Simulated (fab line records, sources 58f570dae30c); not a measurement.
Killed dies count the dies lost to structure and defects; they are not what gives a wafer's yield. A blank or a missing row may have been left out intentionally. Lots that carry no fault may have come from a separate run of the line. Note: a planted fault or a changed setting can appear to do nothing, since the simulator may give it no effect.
What tool caused it? | flow berkeleyCmos170 | route of 331 steps, sampled at 1 step: 7 lots, 21 wafers

== WHAT THE GAUGES READ, wafer by wafer ==
UCB170_GATE_CD_MEAS_12 targets a cd of 350 nm.
lot  | measured     | on       | cdNm (nm)
L760 | day 7 23:28  | cdSem-01 | 350.9 349.9 351.0
L763 | day 8 08:25  | cdSem-02 | 349.7 350.8 348.9
L766 | day 9 07:54  | cdSem-02 | 349.9 350.9 352.0
L769 | day 9 09:06  | cdSem-02 | 350.3 352.2 353.1
L776 | day 10 11:44 | cdSem-01 | 350.0 351.0 349.5
L778 | day 11 02:31 | cdSem-02 | 347.3 347.3 348.8
L780 | day 11 15:43 | cdSem-02 | 351.3 350.7 351.5

== WHICH TOOL RAN EACH LOT (tool, then ch and the chambers of the sampled wafers, then the start) ==
There is no process step in the record ahead of these readings.

== THE ANSWER, worked out from the rows above alone ==
Rule: what is usual is taken from the lots themselves. The widest of any qualifying gaps counts: lots, ordered by their means at a reading, are off when they make up no more than a third of the lots, leave a main group of 4 or more, and stand apart from it by 3 or more times the standard deviation of that group's means. A main group is skipped when, at the precision printed for the reading in the tables above, its means are all equal. A lot without any number at a reading at which 4 lots or more have one is off too. All remaining lots with rows at the step are treated as sound.
Nothing can be told from this: no lot is off at any reading shown.

== WHAT WAS PUT IN BY THE SIMULATOR ==
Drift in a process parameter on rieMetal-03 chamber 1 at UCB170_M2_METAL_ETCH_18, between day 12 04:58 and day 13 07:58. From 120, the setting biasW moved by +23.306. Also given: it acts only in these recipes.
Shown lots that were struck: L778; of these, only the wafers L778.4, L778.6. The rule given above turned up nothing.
